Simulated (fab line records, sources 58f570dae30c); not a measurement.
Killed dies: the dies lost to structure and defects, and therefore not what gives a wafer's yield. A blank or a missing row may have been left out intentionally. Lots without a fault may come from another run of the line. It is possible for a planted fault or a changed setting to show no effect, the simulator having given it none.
Chamber matching + flow berkeley cmos170 + 4 sister chambers for UCB170_GATE_ETCH_15 on rie si-02
The step etches poly-Si in HBr/Cl2, stops on SiO2, time 56.3 s, target depth 278.2 nm. 4 wafers are shown with their chamber, then 9 later ones without.

## EACH WAFER AND ITS CHAMBER
| wafer  | chamber | throttle valve pct (%) |
|--------|---------|------------------------|
| L888.1 | 0       | 26.58                  |
| L892.1 | 2       | 26.75                  |
| L892.3 | 1       | 25.97                  |
| L892.5 | 3       | 26.82                  |

## WAFERS WITHOUT THEIR CHAMBER
| wafer  | throttle valve pct (%) |
|--------|------------------------|
| L895.2 | 26.60                  |
| L895.3 | 26.81                  |
| L895.6 | 26.58                  |
| L899.2 | 25.96                  |
| L899.4 | 26.78                  |
| L899.5 | 25.95                  |
| L901.3 | 25.96                  |
| L901.4 | 26.77                  |
| L901.5 | 25.97                  |

## THE CHAMBER EACH PASSED THROUGH
| wafer  | from the rows above     | in truth |
|--------|-------------------------|----------|
| L895.2 | 0                       | 0        |
| L895.3 | 3                       | 3        |
| L895.6 | 0                       | 0        |
| L899.2 | 1                       | 1        |
| L899.4 | can't be placed: 2 or 3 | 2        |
| L899.5 | 1                       | 1        |
| L901.3 | 1                       | 1        |
| L901.4 | can't be placed: 2 or 3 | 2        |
| L901.5 | 1                       | 1        |
Placed correctly: 7 of 9. These rows do not allow placing 2 (true chamber among the candidates in 2). Wrongly placed: 0.
How it was worked out, from the rows above alone: a wafer's distance from a chamber is the root of the sum, over the readings, of the square of ((its reading less the chamber's mean) divided by the reading's scatter). If the next closest chamber is less than 2 further off than the closest, the wafer can't be placed; otherwise it belongs to the closest. For every chamber, the mean is computed from those of its wafers that are shown. The scatter (one wafer shown for each chamber): square how far every hidden wafer sits from the nearest shown wafer, average those squares and take the square root.
